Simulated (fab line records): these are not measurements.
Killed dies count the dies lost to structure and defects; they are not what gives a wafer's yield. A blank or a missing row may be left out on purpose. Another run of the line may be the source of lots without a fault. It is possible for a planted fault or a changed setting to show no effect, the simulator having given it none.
fab line records    flow rit_cmos
record lots=6  wafers=18  last_day=6
route steps=202 shown REOX@99 NLDD@103 PLDD@114 SPACER@125 NSD@131 M1@202
lots untouched by any fault: they come from a run of this same line in which no faults occurred
start_h: hours from the record's first day to the start of the lot's first wafer shown    wait_h: hours since the lot's step before    " repeats the value in the row above    L1.1+2: a row that stands for several wafers    - either no value or no given start    * or withheld: withheld    < > ~ a bound
route shown NAME@n: a module of which the file shows steps, and the number in the route of the first    usual: mean and standard deviation over wafers with no fault    same: alike in all rows    chamber/n: place in a boat    sites: readings site by site    _std_site: the values' standard deviation    _edge_site: inner sites' mean taken away from outer sites' mean    radius_mm: how far each site lies from the wafer's centre    mask NAME#n: copy n    behind: the tool/chamber that last shaped the wafer    hold: reason for holding the lot/hours on hold/outcome of the hold    device: whichever transistor did not switch (one of n, p or np)    end of line: the tests these same wafers got at the end of their route    step lacking rows: just its recipe    killed: count of dies lost to structure and defects at first sort (not the wafer's yield)    map: per-die view of a wafer (x killed, . not killed, _ where there is no die)
set.NAME: the setting the step ran with; set.NAME@STEP: the setting that earlier step ran with    model.NAME: the simulator's own value behind a step, which no gauge read
lots at selected steps of the route; one table per step, one row per wafer
services: the hour from which a tool's chamber was out of use, counted from the record's first day as start_h (under 0 if before that day), plus the number of hours and why
## steps
# step RIT_REOX_CLEAN_01
# recipe chemistry=dHF  dilution=50:1  time_s=30
# step RIT_REOX_CLEAN_02
# recipe chemistry=SC2  mix=3:3:50  time_s=600  temp_c=75  dry=n2_spin
# step RIT_REOX_OXIDATION_03
# recipe temp_c=900  ambient=O2  target_thk_a=252  ox_time_s=5580
# step RIT_REOX_THK_MEAS_04
# recipe reads=SiO2_of_REOX_OXIDATION_03
# usual REOX_OXIDE_THK=25.3/0.46
lot.wafer  tool           chamber  start_h  wait_h  REOX_OXIDE_THK[nm]
L136.1     film_metro-02  -        46.34    0.0     25.7
L136.3     "              -        "        "       25.5
L136.4     "              -        "        "       26.0
L137.2     film_metro-02  -        54.73    0.0     24.4
L137.3     "              -        "        "       24.6
L137.6     "              -        "        "       24.9
L144.3     film_metro-01  -        85.65    0.0     25.9
L144.5     "              -        "        "       25.5
L144.6     "              -        "        "       25.2
L145.2     film_metro-03  -        91.18    0.0     24.6
L145.3     "              -        "        "       24.4
L145.5     "              -        "        "       24.5
L153.3     film_metro-02  -        135.54   0.0     24.7
L153.4     "              -        "        "       25.2
L153.5     "              -        "        "       25.0
L154.2     film_metro-02  -        137.29   0.0     25.6
L154.4     "              -        "        "       25.6
L154.6     "              -        "        "       25.4
# step RIT_NLDD_HMDS_00
# recipe prime_time_s=60  prime_temp_c=140
# step RIT_NLDD_COAT_01
# recipe resist=NOVOLAK  spin_rpm=3250  resist_thk_nm=1000
# step RIT_NLDD_SOFTBAKE_02
# recipe resist=NOVOLAK  temp_c=90  time_s=60
# step RIT_NLDD_EXPOSE_03
# recipe mask_id=M7  na=0.57  target_cd_nm=40700  dose_mj=250
# step RIT_NLDD_PEB_04
# recipe resist=NOVOLAK  temp_c=withheld  time_s=withheld
# step RIT_NLDD_DEVELOP_05
# recipe resist=NOVOLAK  develop_time_s=50  dev_temp_c=23
# step RIT_NLDD_OVL_MEAS_06
# usual NLDD_OVL=-0.4/1.3
lot.wafer  tool        chamber  start_h  wait_h  NLDD_OVL[nm]
L136.1     overlay-02  -        47.25    -       -0.8
L136.3     "           -        "        "       -1.0
L136.4     "           -        "        "       -0.7
L137.2     overlay-02  -        55.82    -       -1.1
L137.3     "           -        "        "       0.5
L137.6     "           -        "        "       2.0
L144.3     overlay-02  -        86.68    -       -1.4
L144.5     "           -        "        "       -2.2
L144.6     "           -        "        "       -2.1
L145.2     overlay-02  -        92.08    -       1.4
L145.3     "           -        "        "       0.2
L145.5     "           -        "        "       3.0
L153.3     overlay-02  -        136.59   -       -1.4
L153.4     "           -        "        "       -2.2
L153.5     "           -        "        "       0.0
L154.2     overlay-02  -        138.38   -       -0.7
L154.4     "           -        "        "       0.6
L154.6     "           -        "        "       -0.4
# step RIT_NLDD_HARDBAKE_07
# recipe resist=NOVOLAK  temp_c=140  time_s=60
# step RIT_NLDD_IMPLANT_08
# recipe species=P  energy_kev=20  dose_cm2=5e+14  tilt_deg=7
# usual beam_energy_keV=19.998/0.0069  dose_ions_cm2=5e+14/5.1e+11  faraday_current_uA=1567/29
lot.wafer  tool          chamber  start_h  wait_h  beam_energy_keV  dose_ions_cm2  faraday_current_uA
L136.1     implanter-03  0        47.44    0.1     19.992           4.991e+14      1561
L136.3     "             0        "        "       20.001           5.003e+14      1580
L136.4     "             0        "        "       20.001           5.003e+14      1566
L137.2     implanter-01  0        56.02    0.1     20.000           4.997e+14      1570
L137.3     "             0        "        "       19.995           4.994e+14      1558
L137.6     "             0        "        "       19.999           4.998e+14      1555
L144.3     implanter-03  0        87.03    0.1     19.986           4.229e+14      1320
L144.5     "             0        "        "       20.001           4.232e+14      1327
L144.6     "             0        "        "       19.992           4.233e+14      1339
L145.2     implanter-03  0        92.29    0.1     19.995           4.232e+14      1346
L145.3     "             0        "        "       19.994           4.227e+14      1366
L145.5     "             0        "        "       19.998           4.237e+14      1336
L153.3     implanter-01  0        136.82   0.1     19.987           4.999e+14      1582
L153.4     "             0        "        "       20.004           4.997e+14      1572
L153.5     "             0        "        "       19.996           4.996e+14      1577
L154.2     implanter-04  0        138.58   0.1     19.994           5.001e+14      1598
L154.4     "             0        "        "       20.005           5.002e+14      1535
L154.6     "             0        "        "       20.014           5.006e+14      1571
# step RIT_NLDD_STRIP_09
# recipe chemistry=O2  time_s=180  resist=NOVOLAK  platen_temp_c=withheld  power_w=500  pressure_mtorr=4000  o2_flow_sccm=4000
# usual drypump_motor_current_A=6.0/0.59
lot.wafer  tool             chamber  start_h  wait_h  drypump_motor_current_A  rf_hours_counter_h
L136.1     plasma_asher-04  0        47.59    0.1     6.3                      43
L136.3     "                1        "        "       5.2                      -
L136.4     "                0        "        "       6.3                      -
L137.2     plasma_asher-04  0        56.15    0.1     6.3                      44
L137.3     "                0        "        "       6.3                      -
L137.6     "                1        "        "       5.2                      -
L144.3     plasma_asher-04  1        87.19    0.1     5.2                      -
L144.5     "                0        "        "       6.3                      -
L144.6     "                1        "        "       5.2                      -
L145.2     plasma_asher-02  1        92.41    0.1     6.6                      29
L145.3     "                0        "        "       6.1                      -
L145.5     "                0        "        "       6.1                      -
L153.3     plasma_asher-02  0        136.98   0.1     6.2                      -
L153.4     "                1        "        "       6.6                      -
L153.5     "                1        "        "       6.6                      -
L154.2     plasma_asher-04  1        138.71   0.1     5.1                      2
L154.4     "                1        "        "       5.2                      -
L154.6     "                1        "        "       5.2                      -
# step RIT_NLDD_TW_MEAS_10
# usual NLDD_TW=2525/17
lot.wafer  tool           chamber  start_h  wait_h  NLDD_TW
L136.1     film_metro-02  -        47.76    0.1     2537
L136.3     "              -        "        "       2524
L136.4     "              -        "        "       2533
L137.2     film_metro-02  -        56.33    0.1     2513
L137.3     "              -        "        "       2519
L137.6     "              -        "        "       2522
L144.3     film_metro-03  -        87.32    0.1     2391
L144.5     "              -        "        "       2388
L144.6     "              -        "        "       2391
L145.2     film_metro-03  -        92.60    0.1     2395
L145.3     "              -        "        "       2384
L145.5     "              -        "        "       2392
L153.3     film_metro-04  -        137.11   0.1     2529
L153.4     "              -        "        "       2525
L153.5     "              -        "        "       2529
L154.2     film_metro-04  -        138.89   0.1     2539
L154.4     "              -        "        "       2539
L154.6     "              -        "        "       2533
# step RIT_PLDD_HMDS_00
# recipe prime_time_s=60  prime_temp_c=140
# step RIT_PLDD_COAT_01
# recipe resist=NOVOLAK  spin_rpm=3250  resist_thk_nm=1000
# step RIT_PLDD_SOFTBAKE_02
# recipe resist=NOVOLAK  temp_c=90  time_s=60
# step RIT_PLDD_EXPOSE_03
# recipe mask_id=M8  na=0.57  target_cd_nm=40900  dose_mj=250
# step RIT_PLDD_PEB_04
# recipe resist=NOVOLAK  temp_c=withheld  time_s=withheld
# step RIT_PLDD_DEVELOP_05
# recipe resist=NOVOLAK  develop_time_s=50  dev_temp_c=23
# step RIT_PLDD_OVL_MEAS_06
# usual PLDD_OVL=0.6/1.3
lot.wafer  tool        chamber  start_h  wait_h  PLDD_OVL[nm]
L136.1     overlay-01  -        48.67    -       3.3
L136.3     "           -        "        "       0.0
L136.4     "           -        "        "       -0.4
L137.2     overlay-02  -        57.24    -       1.2
L137.3     "           -        "        "       2.3
L137.6     "           -        "        "       1.8
L144.3     overlay-01  -        88.22    -       -0.4
L144.5     "           -        "        "       0.4
L144.6     "           -        "        "       0.6
L145.2     overlay-02  -        93.50    -       -0.3
L145.3     "           -        "        "       0.0
L145.5     "           -        "        "       -1.9
L153.3     overlay-01  -        138.14   -       0.2
L153.4     "           -        "        "       0.5
L153.5     "           -        "        "       -0.7
L154.2     overlay-02  -        139.92   -       0.6
L154.4     "           -        "        "       -0.3
L154.6     "           -        "        "       -1.2
# step RIT_PLDD_HARDBAKE_07
# recipe resist=NOVOLAK  temp_c=140  time_s=60
# step RIT_PLDD_IMPLANT_08
# recipe species=BF2  energy_kev=20.28  dose_cm2=9e+14  tilt_deg=7
# step RIT_PLDD_STRIP_09
# recipe chemistry=O2  time_s=180  resist=NOVOLAK  platen_temp_c=withheld  power_w=500  pressure_mtorr=4000  o2_flow_sccm=4000
# usual drypump_motor_current_A=5.8/0.67
lot.wafer  tool             chamber  start_h  wait_h  drypump_motor_current_A  rf_hours_counter_h
L136.1     plasma_asher-03  0        49.01    0.1     6.2                      39
L136.3     "                0        "        "       6.2                      -
L136.4     "                1        "        "       4.9                      -
L137.2     plasma_asher-03  0        57.57    0.1     6.2                      39
L137.3     "                1        "        "       4.9                      -
L137.6     "                1        "        "       4.9                      -
L144.3     plasma_asher-03  0        88.61    0.1     6.2                      -
L144.5     "                0        "        "       6.2                      -
L144.6     "                1        "        "       4.9                      -
L145.2     plasma_asher-03  1        93.83    0.1     4.9                      44
L145.3     "                1        "        "       4.9                      -
L145.5     "                0        "        "       6.2                      -
L153.3     plasma_asher-03  0        138.53   0.1     6.2                      -
L153.4     "                1        "        "       4.9                      -
L153.5     "                0        "        "       6.2                      -
L154.2     plasma_asher-02  0        140.50   0.1     6.1                      34
L154.4     "                1        "        "       6.6                      -
L154.6     "                1        "        "       6.6                      -
# step RIT_PLDD_TW_MEAS_10
# usual PLDD_TW=2393/16
lot.wafer  tool           chamber  start_h  wait_h  PLDD_TW
L136.1     film_metro-03  -        49.18    0.1     2372
L136.3     "              -        "        "       2383
L136.4     "              -        "        "       2363
L137.2     film_metro-04  -        57.75    0.1     2412
L137.3     "              -        "        "       2413
L137.6     "              -        "        "       2416
L144.3     film_metro-03  -        88.74    0.1     2370
L144.5     "              -        "        "       2374
L144.6     "              -        "        "       2362
L145.2     film_metro-03  -        94.02    0.1     2366
L145.3     "              -        "        "       2358
L145.5     "              -        "        "       2359
L153.3     film_metro-03  -        138.66   0.1     2376
L153.4     "              -        "        "       2371
L153.5     "              -        "        "       2385
L154.2     film_metro-03  -        140.68   0.1     2377
L154.4     "              -        "        "       2388
L154.6     "              -        "        "       2377
# step RIT_SPACER_CLEAN_00
# recipe chemistry=SC1  mix=3:3:50  time_s=600  temp_c=75
# step RIT_SPACER_CLEAN_01
# recipe chemistry=dHF  dilution=50:1  time_s=30
# step RIT_SPACER_CLEAN_02
# recipe chemistry=SC2  mix=3:3:50  time_s=600  temp_c=75  dry=n2_spin
# step RIT_SPACER_CVD_03
# recipe material=Si3N4  target_thk_nm=250  temp_c=810  precursor=SiH2Cl2/NH3  time_s=3300  pressure_mtorr=300  sih2cl2_flow_sccm=60  nh3_flow_sccm=150
# step RIT_SPACER_THK_MEAS_04
# recipe reads=Si3N4_of_SPACER_CVD_03
# usual SPACER_NITRIDE_THK=250.3/2.4
lot.wafer  tool           chamber  start_h  wait_h  SPACER_NITRIDE_THK[nm]
L136.1     film_metro-03  -        52.05    0.0     248.4
L136.3     "              -        "        "       250.1
L136.4     "              -        "        "       250.3
L137.2     film_metro-01  -        60.11    0.0     251.1
L137.3     "              -        "        "       248.2
L137.6     "              -        "        "       248.8
L144.3     film_metro-04  -        91.31    0.0     252.4
L144.5     "              -        "        "       250.2
L144.6     "              -        "        "       253.0
L145.2     film_metro-04  -        96.55    0.0     249.3
L145.3     "              -        "        "       248.0
L145.5     "              -        "        "       249.7
L153.3     film_metro-04  -        141.15   0.0     252.1
L153.4     "              -        "        "       250.0
L153.5     "              -        "        "       251.0
L154.2     film_metro-03  -        143.20   0.0     250.1
L154.4     "              -        "        "       250.9
L154.6     "              -        "        "       252.3
# step RIT_SPACER_ETCHBACK_05
# recipe target_depth_a=2500  SF6_flow_sccm=30  CHF3_flow_sccm=30  target=Si3N4  chemistry=SF6/CHF3  pressure_mtorr=40  rf_w=250  time_s=240  stop_on=SiO2
# usual drypump_motor_current_A=5.8/0.68  oes_product_au=0.840/0.015  throttle_valve_pct=10.23/0.13
lot.wafer  tool         chamber  start_h  wait_h  drypump_motor_current_A  oes_product_au  rf_hours_counter_h  throttle_valve_pct
L136.1     rie_diel-01  3        52.11    0.1     6.4                      0.860           22                  10.15
L136.3     "            0        "        "       5.1                      0.855           157                 10.07
L136.4     "            2        "        "       5.2                      0.818           18                  10.34
L137.2     rie_diel-04  0        60.16    0.0     6.3                      0.831           135                 10.18
L137.3     "            3        "        "       6.4                      0.834           3                   9.95
L137.6     "            2        "        "       5.4                      0.840           -                   10.45
L144.3     rie_diel-01  2        91.35    0.0     5.2                      0.828           19                  10.34
L144.5     "            0        "        "       5.1                      0.853           -                   10.08
L144.6     "            1        "        "       6.6                      0.836           -                   10.28
L145.2     rie_diel-01  2        96.60    0.0     5.2                      0.815           19                  10.33
L145.3     "            0        "        "       5.2                      0.845           158                 10.08
L145.5     "            1        "        "       6.6                      0.829           -                   10.26
L153.3     rie_diel-02  3        141.19   0.0     6.2                      0.838           23                  10.26
L153.4     "            0        "        "       6.5                      0.841           36                  10.10
L153.5     "            1        "        "       4.9                      0.855           -                   10.32
L154.2     rie_diel-04  2        143.25   0.0     5.4                      0.851           106                 10.46
L154.4     "            3        "        "       6.4                      0.840           4                   9.95
L154.6     "            2        "        "       5.4                      0.848           -                   10.47
# step RIT_NSD_HMDS_00
# recipe prime_time_s=60  prime_temp_c=140
# step RIT_NSD_COAT_01
# recipe resist=NOVOLAK  spin_rpm=3250  resist_thk_nm=1000
# step RIT_NSD_SOFTBAKE_02
# recipe resist=NOVOLAK  temp_c=90  time_s=61.69
# usual plate_sensor_t_centre_C=90.969/0.011  plate_sensor_t_edge_C=91.022/0.01
lot.wafer  tool            chamber  start_h  wait_h  plate_sensor_t_centre_C  plate_sensor_t_edge_C
L136.1     litho_track-01  0        52.56    0.1     90.961                   91.016
L136.3     "               0        "        "       90.965                   91.012
L136.4     "               0        "        "       90.958                   91.013
L137.2     litho_track-03  0        60.64    0.1     90.956                   91.020
L137.3     "               0        "        "       90.981                   91.026
L137.6     "               0        "        "       90.975                   91.010
L144.3     litho_track-03  0        92.03    0.1     90.985                   91.021
L144.5     "               0        "        "       90.981                   91.017
L144.6     "               0        "        "       90.948                   91.025
L145.2     litho_track-01  0        97.23    0.1     90.972                   91.008
L145.3     "               0        "        "       90.968                   91.024
L145.5     "               0        "        "       90.968                   91.017
L153.3     litho_track-03  0        141.69   0.1     90.960                   91.028
L153.4     "               0        "        "       90.944                   91.020
L153.5     "               0        "        "       90.971                   91.024
L154.2     litho_track-04  0        143.73   0.1     90.968                   91.007
L154.4     "               0        "        "       90.993                   91.009
L154.6     "               0        "        "       90.980                   91.008
# step RIT_NSD_EXPOSE_03
# recipe mask_id=M9  na=0.57  target_cd_nm=40700  dose_mj=250
# step RIT_NSD_PEB_04
# recipe resist=NOVOLAK  temp_c=withheld  time_s=withheld
# step RIT_NSD_DEVELOP_05
# recipe resist=NOVOLAK  develop_time_s=50  dev_temp_c=23
# step RIT_NSD_OVL_MEAS_06
# usual NSD_OVL=1.4/1.3
lot.wafer  tool        chamber  start_h  wait_h  NSD_OVL[nm]
L136.1     overlay-01  -        53.23    -       -1.5
L136.3     "           -        "        "       -1.5
L136.4     "           -        "        "       0.1
L137.2     overlay-02  -        61.17    -       1.4
L137.3     "           -        "        "       3.2
L137.6     "           -        "        "       1.9
L144.3     overlay-02  -        92.73    -       2.3
L144.5     "           -        "        "       1.4
L144.6     "           -        "        "       2.7
L145.2     overlay-01  -        97.80    -       1.6
L145.3     "           -        "        "       2.8
L145.5     "           -        "        "       1.6
L153.3     overlay-02  -        142.20   -       2.0
L153.4     "           -        "        "       2.2
L153.5     "           -        "        "       3.0
L154.2     overlay-01  -        144.26   -       0.0
L154.4     "           -        "        "       -0.8
L154.6     "           -        "        "       -1.0
# step RIT_NSD_HARDBAKE_07
# recipe resist=NOVOLAK  temp_c=140  time_s=60
# step RIT_NSD_IMPLANT_08
# recipe species=P  energy_kev=25  dose_cm2=1e+15  tilt_deg=7
# step RIT_NSD_STRIP_09
# recipe chemistry=O2  time_s=180  resist=NOVOLAK  platen_temp_c=withheld  power_w=500  pressure_mtorr=4000  o2_flow_sccm=4000
# usual drypump_motor_current_A=6.2/0.53
lot.wafer  tool             chamber  start_h  wait_h  drypump_motor_current_A  rf_hours_counter_h
L136.1     plasma_asher-02  0        53.57    0.1     6.1                      24
L136.3     "                1        "        "       6.6                      -
L136.4     "                0        "        "       6.2                      -
L137.2     plasma_asher-04  0        61.69    0.1     6.3                      44
L137.3     "                0        "        "       6.3                      -
L137.6     "                0        "        "       6.3                      -
L144.3     plasma_asher-02  1        93.33    0.1     6.6                      -
L144.5     "                0        "        "       6.2                      -
L144.6     "                1        "        "       6.6                      -
L145.2     plasma_asher-01  0        98.13    0.1     6.7                      46
L145.3     "                1        "        "       5.6                      -
L145.5     "                0        "        "       6.7                      -
L153.3     plasma_asher-01  1        142.58   0.1     5.6                      -
L153.4     "                0        "        "       6.8                      -
L153.5     "                1        "        "       5.6                      -
L154.2     plasma_asher-02  1        144.59   0.1     6.5                      34
L154.4     "                1        "        "       6.6                      -
L154.6     "                1        "        "       6.6                      -
# step RIT_SDANNEAL_RS_MEAS_07
# recipe thk_meas_gauge=four-point-probe
# usual NLDD_RS=151.9/0.53
lot.wafer  tool           chamber  start_h  wait_h  NLDD_RS[ohm/sq]
L136.1     film_metro-03  -        56.22    0.1     150.2
L136.3     "              -        "        "       151.2
L136.4     "              -        "        "       150.6
L137.2     film_metro-03  -        64.17    0.1     151.8
L137.3     "              -        "        "       152.1
L137.6     "              -        "        "       151.9
L144.3     film_metro-04  -        96.06    0.1     174.1
L144.5     "              -        "        "       174.1
L144.6     "              -        "        "       173.6
L145.2     film_metro-04  -        100.76   0.1     173.9
L145.3     "              -        "        "       174.2
L145.5     "              -        "        "       174.3
L153.3     film_metro-03  -        145.13   0.1     152.4
L153.4     "              -        "        "       152.8
L153.5     "              -        "        "       152.4
L154.2     film_metro-03  -        147.68   0.1     151.4
L154.4     "              -        "        "       151.3
L154.6     "              -        "        "       151.7
# step RIT_M1_PROBE_99
# usual killed_at_M0_to_M3=0.1/0.34  killed_at_contacts=0.1/0.26  killed_at_front_end=7/3.1  killed_dies=7/3.1  killed_open=3.5/1.9  killed_short=3.4/2.1
# same gross_dies=264  killed_at_M4_up=0  killed_at_back_side=0  killed_at_other=0
lot.wafer  tool       chamber  start_h  wait_h  killed_at_M0_to_M3  killed_at_contacts  killed_at_front_end  killed_dies  killed_open  killed_short  model.etest.nmos_0p15.r_on_ohm_um  model.etest.nmos_0p3.r_on_ohm_um  model.etest.nldd.rs_ohm_sq  model.etest.nmos_turned.drive_ua_um  model.etest.nmos_0p15.drive_ua_um  model.etest.nldd.line_ohm_um  model.etest.nmos_0p15.off_log10_a_um  model.etest.retro_edge_nmos.off_log10_a_um
L136.1     prober-01  -        63.74    0.1     0                   0                   2                    2            0            2             1188                               2237                              385.7                       303.6                                458.8                              123                           -9.896                                -9.727
L136.3     prober-01  -        63.84    0.2     0                   0                   7                    7            5            2             1190                               2229                              386.3                       305.4                                448.7                              123.2                         -10.45                                -10.27
L136.4     prober-01  -        63.89    0.2     1                   0                   8                    9            5            3             1175                               2241                              393.2                       299.9                                447.9                              125.7                         -10.38                                -10.21
L137.2     prober-02  -        72.82    0.1     0                   0                   2                    2            1            1             1104                               2186                              361.3                       338.7                                462.3                              114.5                         -9.999                                -9.882
L137.3     prober-02  -        72.87    0.2     0                   0                   4                    4            2            2             1080                               2189                              361.7                       341.2                                467.7                              114.9                         -9.97                                 -9.867
L137.6     prober-02  -        73.02    0.2     0                   0                   10                   10           5            4             1124                               2196                              372.3                       334.3                                467.5                              116.8                         -9.968                                -9.94
L144.3     prober-01  -        106.27   0.2     0                   0                   9                    9            6            3             1252                               2288                              467.5                       256.8                                433.7                              146.3                         -10.7                                 -10.68
L144.5     prober-01  -        106.37   0.2     0                   0                   8                    8            6            2             1282                               2330                              460.3                       258                                  432.8                              145.3                         -10.62                                -10.59
L144.6     prober-01  -        106.42   0.2     0                   0                   7                    7            5            2             1276                               2328                              453.4                       264.8                                430.9                              144.3                         -10.62                                -10.57
L145.2     prober-02  -        107.97   0.1     0                   1                   3                    4            4            0             1246                               2263                              433.5                       285.5                                434.6                              137.8                         -10.55                                -10.37
L145.3     prober-02  -        108.02   0.2     0                   0                   3                    3            1            2             1289                               2306                              433.2                       284.9                                419.9                              139                           -10.69                                -10.54
L145.5     prober-02  -        108.12   0.2     0                   0                   7                    7            5            2             1259                               2267                              437.2                       288                                  429.5                              137.8                         -10.78                                -10.69
L153.3     prober-02  -        152.67   0.2     0                   0                   4                    4            3            1             1124                               2193                              356.8                       325.9                                439.1                              112.7                         -10.64                                -10.48
L153.4     prober-02  -        152.72   0.2     0                   0                   4                    4            2            2             1180                               2204                              368.5                       323.7                                441.4                              118.2                         -10.65                                -10.46
L153.5     prober-02  -        152.77   0.2     0                   0                   7                    7            4            3             1125                               2171                              364.6                       327.3                                447.6                              115.8                         -10.54                                -10.46
L154.2     prober-01  -        154.71   0.1     0                   0                   11                   11           4            7             1167                               2162                              369.7                       321.3                                460.5                              116.6                         -10.22                                -10.17
L154.4     prober-01  -        154.81   0.2     0                   0                   10                   10           2            8             1114                               2173                              369.1                       317.6                                453.6                              114.9                         -10.41                                -10.21
L154.6     prober-01  -        154.91   0.2     0                   0                   16                   16           8            8             1153                               2218                              367.7                       323.6                                457                                116.6                         -10.05                                -9.835
# killed by level:class
L136.1 GATE:geometric_particle:short=1 REOX:geometric_particle:short=1
L136.3 GATE:geometric_particle:open=2 FOX2:geometric_particle:open=1 FOX2:geometric_particle:short=1 GATE:geometric_particle:short=1 REOX:geometric_particle:open=1 SPACER:geometric_particle:open=1
L136.4 REOX:geometric_particle:open=2 SPACER:geometric_particle:open=2 FOX1:geometric_particle:short=1 M1:coat_microbubble_printed=1 FOX2:geometric_particle:open=1 GATE:geometric_particle:short=1 REOX:geometric_particle:short=1
L137.2 SILICIDE:geometric_particle:short=1 SILICIDE:geometric_particle:open=1
L137.3 FOX1:geometric_particle:short=2 FOX1:geometric_particle:open=2
L137.6 GATE:geometric_particle:short=3 SILICIDE:geometric_particle:open=3 GATE:geometric_particle:open=2 SILICIDE:geometric_particle:short=1 PWELL:coat_microbubble_printed=1
L144.3 SPACER:geometric_particle:open=5 SPACER:geometric_particle:short=2 REOX:geometric_particle:short=1 REOX:geometric_particle:open=1
L144.5 SPACER:geometric_particle:open=3 FOX1:geometric_particle:open=1 FOX2:geometric_particle:short=1 FOX2:geometric_particle:open=1 GATE:geometric_particle:short=1 SILICIDE:geometric_particle:open=1
L144.6 REOX:geometric_particle:open=4 GATE:geometric_particle:short=1 GATE:geometric_particle:open=1 REOX:geometric_particle:short=1
L145.2 SPACER:geometric_particle:open=2 GATE:geometric_particle:open=1 CONTACT:geometric_particle:open=1
L145.3 GATE:geometric_particle:short=2 SILICIDE:geometric_particle:open=1
L145.5 GATE:geometric_particle:open=3 FOX1:geometric_particle:open=1 GATE:geometric_particle:short=1 REOX:geometric_particle:short=1 SILICIDE:geometric_particle:open=1
L153.3 FOX1:geometric_particle:open=1 GATE:geometric_particle:open=1 REOX:geometric_particle:open=1 SILICIDE:geometric_particle:short=1
L153.4 FOX2:geometric_particle:open=2 FOX1:geometric_particle:short=1 GATE:geometric_particle:short=1
L153.5 GATE:geometric_particle:open=2 SILICIDE:geometric_particle:open=2 FOX1:geometric_particle:short=1 GATE:geometric_particle:short=1 SPACER:geometric_particle:short=1
L154.2 GATE:geometric_particle:short=5 GATE:geometric_particle:open=3 FOX1:geometric_particle:short=1 SILICIDE:geometric_particle:open=1 SILICIDE:geometric_particle:short=1
L154.4 GATE:geometric_particle:short=3 FOX1:geometric_particle:short=2 SPACER:geometric_particle:short=2 GATE:geometric_particle:open=1 SPACER:geometric_particle:open=1 SILICIDE:geometric_particle:short=1
L154.6 GATE:geometric_particle:short=6 GATE:geometric_particle:open=3 REOX:geometric_particle:open=2 SILICIDE:geometric_particle:open=2 FOX1:geometric_particle:short=1 FOX1:geometric_particle:open=1 SILICIDE:geometric_particle:short=1
## services
tool             chamber  start_h  hours  kind
implanter-01     -        37.11    2.9    pm
plasma_asher-02  -        38.91    14.6   pm
rie_diel-01      -        39.73    0.3    repair
implanter-04     -        45.85    0.7    repair
plasma_asher-01  -        59.59    11.9   repair
implanter-03     -        68.71    3.7    repair
rie_diel-02      -        72.63    2.8    pm
implanter-03     -        74.07    4.1    repair
rie_diel-04      -        75.68    0.6    repair
implanter-04     -        79.44    2.8    pm
rie_diel-04      1        97.35    7.6    repair
rie_diel-04      0        101.10   4.5    repair
plasma_asher-04  -        101.70   3.8    repair
rie_diel-01      0        106.33   -      clean
rie_diel-01      0        106.33   22.8   scheduled_down
rie_diel-01      0        106.33   22.8   vent_cycle
plasma_asher-04  -        108.75   9.0    pm
plasma_asher-04  0        108.75   9.0    vent_cycle
plasma_asher-04  1        108.75   9.0    vent_cycle
rie_diel-04      3        109.76   2.6    repair
plasma_asher-04  0        117.75   -      clean
plasma_asher-04  1        117.75   -      clean
rie_diel-04      0        121.56   1.8    repair
implanter-03     -        124.08   5.0    pm
## key
first_sign step=RIT_NLDD_IMPLANT_08  reading=dose_ions_cm2  direction=down  sigmas=99+  usual=5e+14  struck=4.232e+14
effect step=RIT_NLDD_IMPLANT_08  reading=faraday_current_uA  direction=down  sigmas=7.7  usual=1567  struck=1339
effect step=RIT_NLDD_TW_MEAS_10  reading=NLDD_TW  direction=down  sigmas=7.9  usual=2525  struck=2390
effect step=RIT_SDANNEAL_RS_MEAS_07  reading=NLDD_RS  direction=up  sigmas=42  usual=151.9  struck=174.0
model_effect step=RIT_M1_PROBE_99  value=etest.nmos_0p15.r_on_ohm_um  without=1168  struck=1267
met_at RIT_NLDD_IMPLANT_08
struck_wafers L144.3,L144.5,L144.6,L145.2,L145.3,L145.5
tester_left_out L144,L145
onset_between 47.44 87.03
fault kind=process_parameter_drift  tool=implanter-03  chamber=-  onset_h=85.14  steps=RIT_NLDD_IMPLANT_08  channel=dose_cm2  offset=-7.6839e+13  shape=step  end_h=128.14  acts_in=these_recipes_only  stated=5e+14
# tester_left_out: of these lots the tester's yield and bins aren't shown, on N5 and GAA mostly nor the transistor test; their killed dies are dies lost to structure and defects alone, not to doping, threshold or leakage, so they don't give the yield
